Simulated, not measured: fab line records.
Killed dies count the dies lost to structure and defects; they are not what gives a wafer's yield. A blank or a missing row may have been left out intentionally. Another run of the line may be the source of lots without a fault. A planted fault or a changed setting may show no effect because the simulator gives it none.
fab line records | flow berkeleyCmos170 | part 2 of 2: steps 29 to 38 of 38
record: lots: 5 | wafers: 15 | lastDay: 11
route steps=331 shown PSD@184 NSD@187 BACKSIDE@199 SDANNEAL@204 PLDD@208 NLDD@209 SILICIDE@210 CONTACT@216
lots untouched by any fault: they come from a run of this same line in which no faults occurred
startH: hours from the record's opening day to when the first of the lot's shown wafers began | waitH: how many hours have passed since the lot's step before this one | " repeats the value in the row above | L1.1+2: a row that stands for several wafers | - no value, or no start was given | * or withheld: withheld | < > ~ a bound
route shown NAME@n: a module of which the file shows steps, and the number in the route of the first | usual: mean and standard deviation over wafers with no fault | same: alike in all rows | chamber/n: place in a boat | sites: readings site by site | _std_site: their standard deviation | _edge_site: inner sites' mean taken away from outer sites' mean | radiusMm: how far each site lies from the wafer's centre | mask NAME#n: copy n | behind: tool/chamber where the wafer was last shaped | hold: reason for holding the lot/hours on hold/outcome of the hold | device: the n, p or np transistor that did not switch | end of line: tests of these same wafers at the route's end | a step without rows: its recipe alone | killed: not the wafer's yield, but the dies lost to structure and defects at the first sort | map: shows each die of a wafer: x if killed, . if not, _ if none is there
set.NAME: the setting the step ran with; set.NAME@STEP: the setting that earlier step ran with | model.NAME: the simulator's own value behind a step, which no gauge read
certain route steps with their lots: each step a table, each wafer a row
services: when a tool's chamber went out of use (startH, in hours from the record's first day, below 0 if earlier), for how many hours, and the reason
== steps ==
step: UCB170_SILICIDE_RS_MEAS_02
recipe: thkMeasGauge: four-point-probe | reads: Ti_of_SILICIDE_SPUTTER_01
usual: SILICIDE_TI_RS: 25.9/0.4
lot.wafer | tool         | chamber | startH | waitH | SILICIDE_TI_RS[ohm/sq]
L076.2    | filmMetro-03 | -       | 155.17 | 0.0   | 26.0
L076.4    | "            | -       | "      | "     | 25.4
L076.6    | "            | -       | "      | "     | 25.7
L079.2    | filmMetro-02 | -       | 176.14 | 0.0   | 26.1
L079.3    | "            | -       | "      | "     | 26.0
L079.4    | "            | -       | "      | "     | 25.7
L089.2    | filmMetro-03 | -       | 215.38 | 0.0   | 26.0
L089.3    | "            | -       | "      | "     | 25.5
L089.6    | "            | -       | "      | "     | 26.4
L095.1    | filmMetro-03 | -       | 236.54 | 0.1   | 26.3
L095.2    | "            | -       | "      | "     | 26.3
L095.3    | "            | -       | "      | "     | 26.0
L097.1    | filmMetro-04 | -       | 252.08 | 0.0   | 26.1
L097.3    | "            | -       | "      | "     | 25.9
L097.4    | "            | -       | "      | "     | 25.9
step: UCB170_SILICIDE_THK_MEAS_03
recipe: thkMeasGauge: xrf | reads: Ti_of_SILICIDE_SPUTTER_01
usual: SILICIDE_TI_THK: 30.3/0.42
lot.wafer | tool         | chamber | startH | waitH | SILICIDE_TI_THK[nm]
L076.2    | filmMetro-03 | -       | 155.28 | 0.1   | 30.0
L076.4    | "            | -       | "      | "     | 30.6
L076.6    | "            | -       | "      | "     | 30.5
L079.2    | filmMetro-02 | -       | 176.25 | 0.1   | 30.1
L079.3    | "            | -       | "      | "     | 30.0
L079.4    | "            | -       | "      | "     | 30.4
L089.2    | filmMetro-03 | -       | 215.49 | 0.1   | 30.0
L089.3    | "            | -       | "      | "     | 30.7
L089.6    | "            | -       | "      | "     | 29.5
L095.1    | filmMetro-03 | -       | 236.66 | 0.1   | 29.9
L095.2    | "            | -       | "      | "     | 29.8
L095.3    | "            | -       | "      | "     | 30.2
L097.1    | filmMetro-04 | -       | 252.20 | 0.1   | 30.0
L097.3    | "            | -       | "      | "     | 30.2
L097.4    | "            | -       | "      | "     | 30.2
step: UCB170_SILICIDE_RTA_04
recipe: tempC: 650 | timeS: 15 | ambient: N2
usual: lampPowerPct: 9.6/0.44 | wafer_temp_C_max: 652.8/0.85
lot.wafer | tool         | chamber | startH | waitH | lampPowerPct | wafer_temp_C_max
L076.2    | rtpAnneal-02 | 0       | 155.34 | 0.1   | 9.3          | 654.3
L076.4    | "            | 0       | "      | "     | 9.3          | 653.1
L076.6    | "            | 0       | "      | "     | 9.3          | 653.1
L079.2    | rtpAnneal-01 | 0       | 176.32 | 0.1   | 10.2         | 652.9
L079.3    | "            | 0       | "      | "     | 10.2         | 652.4
L079.4    | "            | 0       | "      | "     | 10.2         | 652.1
L089.2    | rtpAnneal-01 | 0       | 215.56 | 0.1   | 10.2         | 652.3
L089.3    | "            | 0       | "      | "     | 10.2         | 652.9
L089.6    | "            | 0       | "      | "     | 10.2         | 652.6
L095.1    | rtpAnneal-01 | 0       | 236.72 | 0.1   | 10.2         | 652.3
L095.2    | "            | 0       | "      | "     | 10.2         | 652.4
L095.3    | "            | 0       | "      | "     | 10.2         | 651.8
L097.1    | rtpAnneal-02 | 0       | 252.26 | 0.1   | 9.3          | 653.4
L097.3    | "            | 0       | "      | "     | 9.3          | 652.8
L097.4    | "            | 0       | "      | "     | 9.3          | 653.6
step: UCB170_SILICIDE_WET_ETCH_05
recipe: chemistry: SPM | timeS: 45 | tempC: 120 | target: Ti
usual: tempC: 119.98/0.14
lot.wafer | tool        | chamber | startH | waitH | tempC
L076.2    | wetBench-02 | 0       | 155.50 | 0.1   | 120.04
L076.4    | "           | 0       | "      | "     | 120.00
L076.6    | "           | 0       | "      | "     | 119.92
L079.2    | wetBench-02 | 3       | 176.38 | 0.1   | 119.89
L079.3    | "           | 3       | "      | "     | 120.06
L079.4    | "           | 3       | "      | "     | 119.79
L089.2    | wetBench-02 | 1       | 215.62 | 0.1   | 120.28
L089.3    | "           | 1       | "      | "     | 119.98
L089.6    | "           | 1       | "      | "     | 119.93
L095.1    | wetBench-02 | 0       | 236.80 | 0.1   | 120.06
L095.2    | "           | 0       | "      | "     | 120.24
L095.3    | "           | 0       | "      | "     | 120.17
L097.1    | wetBench-02 | 3       | 252.33 | 0.1   | 120.02
L097.3    | "           | 3       | "      | "     | 120.14
L097.4    | "           | 3       | "      | "     | 120.04
step: UCB170_CONTACT_CLEAN_00
recipe: chemistry: SPM | tempC: 120 | timeS: 600
usual: tempC: 119.96/0.14
lot.wafer | tool        | chamber | startH | waitH | tempC
L076.2    | wetBench-02 | 2       | 155.53 | 0.0   | 119.76
L076.4    | "           | 2       | "      | "     | 119.91
L076.6    | "           | 2       | "      | "     | 119.84
L079.2    | wetBench-02 | 3       | 176.40 | 0.0   | 120.07
L079.3    | "           | 3       | "      | "     | 120.04
L079.4    | "           | 3       | "      | "     | 120.12
L089.2    | wetBench-02 | 0       | 215.64 | 0.0   | 120.07
L089.3    | "           | 0       | "      | "     | 120.06
L089.6    | "           | 0       | "      | "     | 119.76
L095.1    | wetBench-02 | 1       | 236.82 | 0.0   | 120.09
L095.2    | "           | 1       | "      | "     | 119.90
L095.3    | "           | 1       | "      | "     | 120.11
L097.1    | wetBench-03 | 1       | 252.35 | 0.0   | 120.06
L097.3    | "           | 1       | "      | "     | 119.94
L097.4    | "           | 1       | "      | "     | 119.94
step: UCB170_CONTACT_CVD_01
recipe: material: PSG | targetThkNm: 700 | tempC: 450 | precursor: SiH4/O2/PH3 | timeS: 2820 | pressureMtorr: 300 | sih4FlowSccm: 60 | o2FlowSccm: 90 | ph3FlowSccm: 25
usual: spikeTcCentreC: 451.8/1.1 | spikeTcSourceC: 469/4.1 | zonePowerSourcePct: 7.2/0.65
lot.wafer | tool     | chamber | startH | waitH | spikeTcCentreC | spikeTcSourceC | zonePowerSourcePct
L076.2    | lpcvd-02 | 0       | 155.72 | 0.0   | 451.9          | 474            | 7.9
L076.4    | "        | 0       | "      | "     | 450.8          | 473            | 8.1
L076.6    | "        | 0       | "      | "     | 451.5          | 471            | 8.3
L079.2    | lpcvd-02 | 1       | 176.57 | 0.0   | 452.7          | 473            | 6.8
L079.3    | "        | 1       | "      | "     | 451.8          | 471            | 6.8
L079.4    | "        | 1       | "      | "     | 451.4          | 471            | 6.7
L089.2    | lpcvd-02 | 1       | 215.82 | 0.0   | 451.6          | 472            | 6.8
L089.3    | "        | 1       | "      | "     | 452.2          | 471            | 6.8
L089.6    | "        | 1       | "      | "     | 451.0          | 473            | 6.6
L095.1    | lpcvd-02 | 0       | 238.40 | 1.4   | 450.4          | 474            | 8.2
L095.2    | "        | 0       | "      | "     | 451.4          | 475            | 8.2
L095.3    | "        | 0       | "      | "     | 451.3          | 474            | 8.1
L097.1    | lpcvd-02 | 1       | 252.53 | 0.0   | 452.1          | 470            | 6.8
L097.3    | "        | 1       | "      | "     | 451.5          | 471            | 6.7
L097.4    | "        | 1       | "      | "     | 451.6          | 470            | 6.7
step: UCB170_CONTACT_THK_MEAS_02
recipe: reads: PSG_of_CONTACT_CVD_01
usual: CONTACT_PSG_THK: 699/5.5
lot.wafer | tool         | chamber | startH | waitH | CONTACT_PSG_THK[nm]
L076.2    | filmMetro-01 | -       | 158.40 | 0.0   | 699
L076.4    | "            | -       | "      | "     | 700
L076.6    | "            | -       | "      | "     | 699
L079.2    | filmMetro-03 | -       | 178.37 | 0.0   | 699
L079.3    | "            | -       | "      | "     | 697
L079.4    | "            | -       | "      | "     | 693
L089.2    | filmMetro-03 | -       | 217.61 | 0.0   | 697
L089.3    | "            | -       | "      | "     | 698
L089.6    | "            | -       | "      | "     | 701
L095.1    | filmMetro-04 | -       | 240.18 | 0.0   | 689
L095.2    | "            | -       | "      | "     | 687
L095.3    | "            | -       | "      | "     | 696
L097.1    | filmMetro-03 | -       | 254.31 | 0.0   | 695
L097.3    | "            | -       | "      | "     | 692
L097.4    | "            | -       | "      | "     | 698
step: UCB170_CONTACT_HMDS_03
recipe: primeTimeS: 60 | primeTempC: 100
lot.wafer  | tool          | chamber | startH | waitH
L076.2+4+6 | lithoTrack-02 | 0       | 158.48 | 0.1
L079.2+3+4 | lithoTrack-04 | 0       | 178.70 | 0.3
L089.2+3+6 | lithoTrack-02 | 0       | 217.68 | 0.1
L095.1+2+3 | lithoTrack-02 | 0       | 240.24 | 0.1
L097.1+3+4 | lithoTrack-01 | 0       | 254.47 | 0.2
step: UCB170_CONTACT_COAT_04
recipe: resist: KrF | spinRpm: 1500 | resistThkNm: 900
usual: dispensePressureKPa: 47/4.7 | spinSpeedRpm: 1500.0/1.1
lot.wafer | tool          | chamber | startH | waitH | dispensePressureKPa | spinSpeedRpm
L076.2    | lithoTrack-02 | 0       | 158.63 | 0.1   | 42                  | 1499.1
L076.4    | "             | 0       | "      | "     | 42                  | 1500.9
L076.6    | "             | 0       | "      | "     | 42                  | 1501.4
L079.2    | lithoTrack-04 | 0       | 178.85 | 0.1   | 48                  | 1500.1
L079.3    | "             | 0       | "      | "     | 48                  | 1500.3
L079.4    | "             | 0       | "      | "     | 48                  | 1497.5
L089.2    | lithoTrack-02 | 0       | 217.83 | 0.1   | 42                  | 1500.7
L089.3    | "             | 0       | "      | "     | 42                  | 1501.0
L089.6    | "             | 0       | "      | "     | 42                  | 1500.2
L095.1    | lithoTrack-02 | 0       | 240.39 | 0.1   | 42                  | 1500.5
L095.2    | "             | 0       | "      | "     | 42                  | 1499.8
L095.3    | "             | 0       | "      | "     | 42                  | 1499.1
L097.1    | lithoTrack-01 | 0       | 254.62 | 0.1   | 54                  | 1500.4
L097.3    | "             | 0       | "      | "     | 54                  | 1499.9
L097.4    | "             | 0       | "      | "     | 54                  | 1500.1
step: UCB170_CONTACT_SOFTBAKE_05
recipe: resist: KrF | tempC: 130 | timeS: 60
lot.wafer  | tool          | chamber | startH | waitH
L076.2+4+6 | lithoTrack-02 | 0       | 158.78 | 0.1
L079.2+3+4 | lithoTrack-04 | 0       | 179.00 | 0.1
L089.2+3+6 | lithoTrack-02 | 0       | 217.98 | 0.1
L095.1+2+3 | lithoTrack-02 | 0       | 240.54 | 0.1
L097.1+3+4 | lithoTrack-01 | 0       | 254.77 | 0.1
== services ==
tool           | chamber | startH | hours | kind
krfScanner-02  | -       | 126.62 | 4.4   | pm
krfScanner-01  | -       | 132.71 | 1.3   | pm
plasmaAsher-04 | -       | 133.67 | 2.8   | pm
implanter-01   | -       | 136.20 | 6.8   | pm
krfScanner-01  | -       | 141.90 | 4.0   | pm
plasmaAsher-03 | -       | 145.40 | 1.4   | repair
krfScanner-02  | -       | 152.90 | 0.2   | repair
pvdSputter-03  | -       | 160.06 | 0.7   | repair
wetBench-03    | -       | 162.95 | 1.9   | pm
krfScanner-01  | -       | 167.23 | 1.0   | pm
wetBench-03    | -       | 171.88 | 2.5   | repair
implanter-04   | -       | 174.34 | 2.6   | pm
krfScanner-01  | -       | 183.53 | 1.5   | repair
implanter-01   | -       | 183.95 | 2.6   | repair
plasmaAsher-01 | -       | 187.48 | 1.1   | repair
pvdSputter-03  | -       | 191.44 | 2.1   | repair
pvdSputter-03  | -       | 210.66 | 4.6   | repair
pvdSputter-03  | -       | 221.38 | 2.9   | repair
krfScanner-02  | -       | 222.08 | 1.0   | pm
krfScanner-01  | -       | 223.17 | 0.8   | pm
krfScanner-01  | -       | 236.37 | 7.6   | repair
krfScanner-01  | -       | 240.92 | 4.2   | repair
plasmaAsher-02 | -       | 244.14 | 1.2   | repair
plasmaAsher-02 | -       | 248.72 | 3.5   | repair
